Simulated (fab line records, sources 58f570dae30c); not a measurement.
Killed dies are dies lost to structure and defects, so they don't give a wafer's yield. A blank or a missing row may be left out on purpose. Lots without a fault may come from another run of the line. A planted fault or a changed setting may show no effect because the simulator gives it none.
fab line records | flow berkeley_cmos170
record lots=5 wafers=15 last_day=13
route steps=331 shown M1@245 V1@254
lots that met no fault: from a run of the same line without faults
start_h: hours from the record's first day to the start of the lot's first wafer shown | wait_h: hours since the lot's step before | " the same as in the row above | L1.1+2: a row that stands for several wafers | - no value, or no start given | * or withheld: withheld | < > ~ a bound
route shown NAME@n: a module of which the file shows steps, and the number in the route of the first | usual: mean/standard deviation of fault-free wafers | same: alike in all rows | chamber/n: place in a boat | sites: the reading at each site | _std_site: their standard deviation | _edge_site: outer sites' mean less inner sites' | radius_mm: how far each site lies from the wafer's centre | mask NAME#n: copy n | behind: the tool/chamber that last shaped the wafer | hold: why the lot was held/for how many hours/how that ended | device: the transistor (n, p or np) that didn't switch | end of line: the same wafers' tests at the end of the route | a step without rows: its recipe alone | killed: dies lost to structure and defects at the first sort, not the wafer's yield | map: a wafer's dies, x killed, . not, _ none there
set.NAME: the setting as run; set.NAME@STEP: as run at that earlier step | model.NAME: the simulator's own value behind a step, which no gauge read
lots at some steps of the route; a table a step, a row a wafer
services: from which hour (start_h, from the record's first day; less than 0 if before it) a tool's chamber was out of use, for how many hours, and why
## steps
# step UCB170_M1_PEB_07
# recipe peb_temp_c=130 peb_time_s=withheld resist=KrF
# columns lot.wafer tool chamber start_h wait_h
L074.1+3+4 litho_track-03 0 174.30 0.5
L082.1+4+5 litho_track-03 0 218.03 0.1
L084.1+4+5 litho_track-01 0 240.54 0.1
L093.2+3+4 litho_track-01 0 274.31 0.2
L096.3+5+6 litho_track-04 0 288.00 0.7
# step UCB170_M1_DEVELOP_08
# recipe developer=TMAH develop_time_s=45 resist=KrF dev_temp_c=21
# columns lot.wafer tool chamber start_h wait_h
L074.1+3+4 litho_track-03 0 - -
L082.1+4+5 litho_track-03 0 - -
L084.1+4+5 litho_track-01 0 - -
L093.2+3+4 litho_track-01 0 - -
L096.3+5+6 litho_track-04 0 - -
# step UCB170_M1_CD_MEAS_09
# recipe target_cd_nm=700
# usual cd_nm=700.5/1.5
# columns lot.wafer tool chamber start_h wait_h cd_nm
L074.1 cd_sem-02 - 174.59 - 699.9
L074.3 " - " " 698.9
L074.4 " - " " 700.1
L082.1 cd_sem-01 - 218.30 - 701.7
L082.4 " - " " 701.7
L082.5 " - " " 701.6
L084.1 cd_sem-02 - 240.81 - 702.4
L084.4 " - " " 703.2
L084.5 " - " " 702.9
L093.2 cd_sem-01 - 274.60 - 700.3
L093.3 " - " " 699.7
L093.4 " - " " 700.0
L096.3 cd_sem-02 - 288.27 - 698.9
L096.5 " - " " 700.3
L096.6 " - " " 699.0
# step UCB170_M1_OVL_MEAS_10
# usual M1_OVL=2/4.3
# columns lot.wafer tool chamber start_h wait_h M1_OVL[nm]
L074.1 overlay-02 - 174.71 0.1 2
L074.3 " - " " 1
L074.4 " - " " -4
L082.1 overlay-02 - 218.42 0.1 3
L082.4 " - " " -2
L082.5 " - " " 5
L084.1 overlay-01 - 240.93 0.1 -6
L084.4 " - " " -4
L084.5 " - " " -8
L093.2 overlay-01 - 274.70 0.1 4
L093.3 " - " " 6
L093.4 " - " " 4
L096.3 overlay-02 - 288.36 0.1 3
L096.5 " - " " 1
L096.6 " - " " -3
# step UCB170_M1_ETCH_11
# recipe chemistry=N2/H2 target_depth_a=withheld overetch_a=withheld target=BARC time_s=withheld source_w=500 bias_w=100 pressure_mtorr=30 n2_flow_sccm=100 h2_flow_sccm=200
# usual drypump_motor_current_A=5.21/0.24 oes_product_au=0.998/0.015 throttle_valve_pct=13.33/0.18
# columns lot.wafer tool chamber start_h wait_h drypump_motor_current_A oes_product_au throttle_valve_pct
L074.1 rie_diel-04 3 174.74 0.0 5.53 0.975 13.26
L074.3 " 1 " " 5.49 1.013 13.36
L074.4 " 2 " " 4.89 0.969 13.48
L082.1 rie_diel-04 2 218.46 0.0 4.88 0.970 13.50
L082.4 " 3 " " 5.53 0.982 13.26
L082.5 " 0 " " 5.18 0.989 13.45
L084.1 rie_diel-01 3 240.97 0.0 5.27 1.027 13.48
L084.4 " 2 " " 4.87 0.995 13.38
L084.5 " 3 " " 5.26 1.029 13.46
L093.2 rie_diel-02 3 274.73 0.0 4.97 0.989 13.16
L093.3 " 2 " " 5.38 1.014 13.27
L093.4 " 0 " " 4.87 0.996 12.98
L096.3 rie_diel-04 0 288.38 0.0 5.15 1.011 13.45
L096.5 " 1 " " 5.50 1.018 13.37
L096.6 " 0 " " 5.20 1.008 13.46
# step UCB170_M1_METAL_ETCH_12
# recipe chemistry=Cl2/BCl3 target=Al stop_on=PSG pressure_mtorr=12 target_depth_a=7800 over_etch_frac=0.3 time_s=130 icp_w=600 bias_w=120 Cl2_flow_sccm=90 bcl3_flow_sccm=45
# usual drypump_motor_current_A=5.8/0.66 oes_product_au=0.853/0.012 throttle_valve_pct=24.50/0.17
# same over_etch_frac=0.3 time_s=130
# columns lot.wafer tool chamber start_h wait_h drypump_motor_current_A oes_product_au rf_hours_counter_h throttle_valve_pct
L074.1 rie_metal-02 1 174.79 - 6.5 0.842 2 24.28
L074.3 " 1 " " 6.5 0.835 - 24.27
L074.4 " 0 " " 4.9 0.840 - 24.51
L082.1 rie_metal-02 1 218.50 - 6.5 0.841 4 24.27
L082.4 " 0 " " 4.9 0.855 - 24.46
L082.5 " 1 " " 6.5 0.846 - 24.27
L084.1 rie_metal-03 1 241.01 - 5.7 0.850 2 24.61
L084.4 " 1 " " 5.7 0.863 - 24.61
L084.5 " 1 " " 5.6 0.851 - 24.60
L093.2 rie_metal-04 0 274.78 - 6.7 0.853 11 24.70
L093.3 " 0 " " 6.8 0.846 - 24.70
L093.4 " 1 " " 5.4 0.862 - 24.69
L096.3 rie_metal-02 0 288.47 - 4.9 0.854 - 24.46
L096.5 " 0 " " 4.9 0.853 - 24.47
L096.6 " 1 " " 6.5 0.846 - 24.27
# step UCB170_M1_STRIP_13
# recipe chemistry=O2 power_w=400 pressure_mtorr=3500 platen_temp_c=withheld o2_flow_sccm=400 overash_fraction=0.5
# usual drypump_motor_current_A=5.48/0.28 o2_flow_sccm=400.0/1.2 oes_product_au=0.720/0.0047
# columns lot.wafer tool chamber start_h wait_h drypump_motor_current_A o2_flow_sccm oes_product_au rf_hours_counter_h
L074.1 plasma_asher-02 1 174.92 0.1 5.42 399.6 0.716 37
L074.3 " 0 " " 5.54 399.6 0.718 -
L074.4 " 1 " " 5.42 399.2 0.717 -
L082.1 plasma_asher-02 1 218.63 0.1 5.45 400.7 0.728 41
L082.4 " 0 " " 5.54 398.1 0.720 -
L082.5 " 0 " " 5.53 401.0 0.729 -
L084.1 plasma_asher-02 1 241.14 0.1 5.46 402.2 0.725 44
L084.4 " 1 " " 5.46 401.1 0.716 -
L084.5 " 0 " " 5.54 400.6 0.722 -
L093.2 plasma_asher-02 1 274.91 0.1 5.43 401.3 0.719 48
L093.3 " 0 " " 5.51 401.6 0.724 -
L093.4 " 1 " " 5.42 400.8 0.717 -
L096.3 plasma_asher-02 0 288.59 0.1 5.55 398.9 0.719 -
L096.5 " 0 " " 5.56 400.4 0.723 -
L096.6 " 1 " " 5.42 400.2 0.718 -
# step UCB170_M1_CD_MEAS_90
# recipe target_cd_nm=700
# usual cd_nm=699.7/1.9
# columns lot.wafer tool chamber start_h wait_h cd_nm
L074.1 cd_sem-01 - 175.02 0.1 699.6
L074.3 " - " " 698.8
L074.4 " - " " 698.1
L082.1 cd_sem-01 - 218.73 0.1 700.0
L082.4 " - " " 701.2
L082.5 " - " " 699.4
L084.1 cd_sem-02 - 241.24 0.1 702.8
L084.4 " - " " 702.1
L084.5 " - " " 702.4
L093.2 cd_sem-02 - 275.03 0.1 701.9
L093.3 " - " " 699.8
L093.4 " - " " 702.2
L096.3 cd_sem-02 - 288.70 0.1 697.3
L096.5 " - " " 697.2
L096.6 " - " " 698.5
# step UCB170_M1_ANNEAL_14
# recipe temp_c=400 time_s=1200 ambient=forming_gas
# same time_s=1200
# columns lot.wafer tool chamber start_h wait_h
L074.1+3+4 furnace-03 0 175.63 0.6
L082.1+4+5 furnace-03 0 219.15 0.4
L084.1+4+5 furnace-03 0 241.36 0.1
L093.2+3+4 furnace-03 0 275.64 0.6
L096.3+5+6 furnace-03 0 288.78 0.1
# step UCB170_V1_CVD_00
# recipe material=SiO2 target_thk_nm=2000 temp_c=390 precursor=TEOS/O2 time_s=250 rf_w=550 pressure_mtorr=9000
# usual heater_power_w=265/71 pressure_mtorr=9001/18 susceptor_temp_C=389.99/0.21
# same time_s=250
# columns lot.wafer tool chamber start_h wait_h heater_power_w pressure_mtorr since_wet_clean_h susceptor_temp_C
L074.1 pecvd-04 0 176.97 0.0 398 8991 148 389.87
L074.3 " 2 " " 292 8989 148 390.20
L074.4 " 0 " " 314 8989 - 389.81
L082.1 pecvd-04 1 220.49 0.0 248 9011 192 389.93
L082.4 " 0 " " 311 9003 - 390.09
L082.5 " 2 " " 208 8976 - 389.62
L084.1 pecvd-01 0 242.70 0.0 238 8998 93 390.00
L084.4 " 0 " " 191 9003 - 390.00
L084.5 " 2 " " 253 9008 - 389.92
L093.2 pecvd-04 2 276.97 0.0 233 9039 248 390.03
L093.3 " 1 " " 296 8988 248 390.18
L093.4 " 0 " " 323 9021 - 389.84
L096.3 pecvd-03 0 290.19 0.1 226 8994 - 389.91
L096.5 " 0 " " 314 8992 - 390.12
L096.6 " 2 " " 196 9021 - 390.09
# step UCB170_V1_THK_MEAS_01
# recipe reads=SiO2_of_V1_CVD_00
# usual V1_TEOS_THK=1990/26
# columns lot.wafer tool chamber start_h wait_h V1_TEOS_THK[nm]
L074.1 film_metro-02 - 177.12 0.1 1971
L074.3 " - " " 1974
L074.4 " - " " 1990
L082.1 film_metro-02 - 220.64 0.1 1952
L082.4 " - " " 2002
L082.5 " - " " 2032
L084.1 film_metro-02 - 242.85 0.1 1978
L084.4 " - " " 2009
L084.5 " - " " 2025
L093.2 film_metro-02 - 277.14 0.1 1983
L093.3 " - " " 1983
L093.4 " - " " 2008
L096.3 film_metro-04 - 290.37 0.1 2052
L096.5 " - " " 2028
L096.6 " - " " 2040
# step UCB170_V1_CMP_02
# recipe material=SiO2 down_force_psi=6 platen_rpm=60 pad_velocity_m_s=0.75398
# usual motor_current_A=16.8/2.5
# columns lot.wafer tool chamber start_h wait_h motor_current_A
L074.3 cmp-01 0 177.18 0.0 15.4
L074.1 " 2 " " 20.7
L074.4 " 3 " " 12.8
L082.4 cmp-02 3 220.75 0.1 16.4
L082.1 " 0 " " 14.3
L082.5 " 3 " " 16.6
L084.1 cmp-01 2 242.91 0.1 20.9
L084.4 " 0 " " 15.1
L084.5 " 2 " " 20.4
L093.4 cmp-02 1 277.19 0.0 16.0
L093.2 " 2 " " 16.7
L093.3 " 3 " " 16.4
L096.3 cmp-01 2 290.46 0.1 19.7
L096.5 " 1 " " 19.9
L096.6 " 2 " " 21.2
# step UCB170_V1_BOW_MEAS_03
# recipe mode=bow
# usual V1_BOW=19/6.9
# columns lot.wafer tool chamber start_h wait_h V1_BOW[um]
L074.1 film_metro-03 - 177.48 0.1 21
L074.3 " - " " 13
L074.4 " - " " 23
L082.1 film_metro-04 - 221.00 0.1 30
L082.4 " - " " 21
L082.5 " - " " 19
L084.1 film_metro-04 - 243.21 0.2 22
L084.4 " - " " 11
L084.5 " - " " 19
L093.2 film_metro-03 - 277.51 0.2 24
L093.3 " - " " 18
L093.4 " - " " 25
L096.3 film_metro-02 - 290.75 0.2 26
L096.5 " - " " 14
L096.6 " - " " 32
# step UCB170_V1_THK_MEAS_04
# recipe reads=SiO2_of_V1_CVD_00
# usual V1_POLISHED_THK=1000.0/1.1
# columns lot.wafer tool chamber start_h wait_h V1_POLISHED_THK[nm]
L074.1 film_metro-03 - 177.60 0.1 1000.2
L074.3 " - " " 1001.5
L074.4 " - " " 1003.0
L082.1 film_metro-04 - 221.12 0.1 1001.2
L082.4 " - " " 999.0
L082.5 " - " " 1000.3
L084.1 film_metro-04 - 243.33 0.1 1000.4
L084.4 " - " " 1000.4
L084.5 " - " " 1001.6
L093.2 film_metro-03 - 277.62 0.1 998.0
L093.3 " - " " 1000.7
L093.4 " - " " 997.8
L096.3 film_metro-02 - 290.85 0.1 1000.6
L096.5 " - " " 1000.2
L096.6 " - " " 1000.1
# step UCB170_V1_CLEAN_05
# recipe chemistry=DIW
# columns lot.wafer tool chamber start_h wait_h
L074.1+3+4 wet_bench-02 3 177.66 0.1
L082.1+4+5 wet_bench-02 1 224.17 3.0
L084.1+4+5 wet_bench-02 3 244.80 1.5
L093.2+3+4 wet_bench-02 1 277.67 0.0
L096.3+5+6 wet_bench-01 1 292.35 1.5
# step UCB170_V1_HMDS_06
# recipe prime_time_s=60 prime_temp_c=100
# columns lot.wafer tool chamber start_h wait_h
L074.1+3+4 litho_track-02 0 177.84 0.0
L082.1+4+5 litho_track-02 0 224.40 0.1
L084.1+4+5 litho_track-02 0 244.99 0.0
L093.2+3+4 litho_track-04 0 277.87 0.0
L096.3+5+6 litho_track-04 0 292.57 0.1
## services
# columns tool chamber start_h hours kind
rie_metal-04 - 178.12 14.6 pm
plasma_asher-02 - 185.16 1.3 repair
cmp-01 - 189.25 5.0 pm
rie_diel-01 1 191.04 4.5 repair
rie_diel-04 2 200.53 8.5 repair
pecvd-03 1 205.44 13.3 repair
wet_bench-02 - 224.43 1.4 repair
cmp-02 - 224.89 16.4 pm
rie_metal-03 0 225.90 13.3 repair
rie_diel-02 3 227.37 6.4 repair
furnace-03 - 228.79 3.2 repair
rie_diel-02 2 229.96 8.2 repair
rie_metal-02 - 231.90 2.7 repair
rie_diel-04 2 236.88 6.1 repair
cmp-02 - 241.25 4.0 pm
pecvd-03 - 242.50 14.0 pm
rie_metal-03 0 244.55 2.6 repair
cmp-01 - 255.75 0.5 repair
cmp-02 - 257.48 0.5 repair
pecvd-01 1 261.29 3.6 repair
pecvd-01 2 261.92 12.3 repair
pecvd-04 2 268.67 3.1 repair
pecvd-04 - 279.90 2.8 pm
pecvd-04 1 284.53 3.9 repair
## key
fault none
